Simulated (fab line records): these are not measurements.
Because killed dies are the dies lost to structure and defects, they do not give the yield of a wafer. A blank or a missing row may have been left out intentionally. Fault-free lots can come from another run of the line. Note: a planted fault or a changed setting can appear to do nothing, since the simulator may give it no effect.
The same fault as seen by 2 desks -- flow berkeley cmos170 -- each desk has only its own numbers; what lay behind them comes last

FOR THE TOOL OWNER'S DESK: rie diel-03
The tool's own readings at UCB170_SPACER_ETCHBACK_03 (etches SiO2 in CHF3/CF4/Ar, stops on Si, target depth 376 nm, time 100 s): means of the sampled wafers that have a number, for each lot that ran on this tool. A lot is out of limits, marked OUT, if its mean lies more than 4 standard deviations from the usual mean; the brackets give that distance.
Columns: A = cf4 flow sccm at UCB170_SPACER_ETCHBACK_03, usual 9.99 sccm; B = drypump motor current A at UCB170_SPACER_ETCHBACK_03, usual 5.8 A; C = mfc ar sccm at UCB170_SPACER_ETCHBACK_03, usual 120.0 sccm; D = oes product au at UCB170_SPACER_ETCHBACK_03, usual 0.900 a.u.; E = throttle valve pct at UCB170_SPACER_ETCHBACK_03, usual 6.45 %
lot,first seen here,A,B,C,D,E
L651,day 6 12:43,10.00,5.7,120.1,0.890,6.46
L654,day 7 16:17,10.01,5.4,119.7,0.895,6.52
L661,day 9 04:36,10.03,5.3,119.7,0.836,6.53
L662,day 9 09:07,9.98,6.2,119.7,0.845,6.43
This desk's verdict: no lot among the 4 shows anything out of limits.

THE METROLOGY DESK
Lot by lot, what the gauges showed, no matter which tool ran the lot: averages of those sampled wafers that carry a number. A lot is out of limits, marked OUT, if its mean lies more than 4 standard deviations from the usual mean; the brackets give that distance.
Columns: A = cd nm at UCB170_NSD_CD_MEAS_06, usual 1200.0 nm; B = PSD_RS at UCB170_SDANNEAL_RS_MEAS_02, usual 75.62 ohm/sq
lot,first seen here,A,B
L651,day 6 16:31,1199.0,75.69
L654,day 7 19:56,1202.0,75.22
L653,day 7 19:57,1201.4,75.06
L655,day 7 20:11,1200.5,75.64
L658,day 9 07:17,1199.1,76.04
L660,day 9 08:10,1200.6,75.56
L663,day 9 11:51,1198.8,75.53
L667,day 10 07:40,1198.0,75.64
L665,day 10 08:02,1199.9,75.56
L671,day 11 02:55,1202.0,75.15
L670,day 11 02:56,1200.4,75.59
L668,day 11 03:38,1198.8,75.67
This desk's verdict: no lot among the 12 shows anything out of limits.

TAKEN TOGETHER
The desk of the tool owner found nothing out of limits.
Metrology desk: nothing out of limits seen.

WHAT THE SIMULATOR PUT IN
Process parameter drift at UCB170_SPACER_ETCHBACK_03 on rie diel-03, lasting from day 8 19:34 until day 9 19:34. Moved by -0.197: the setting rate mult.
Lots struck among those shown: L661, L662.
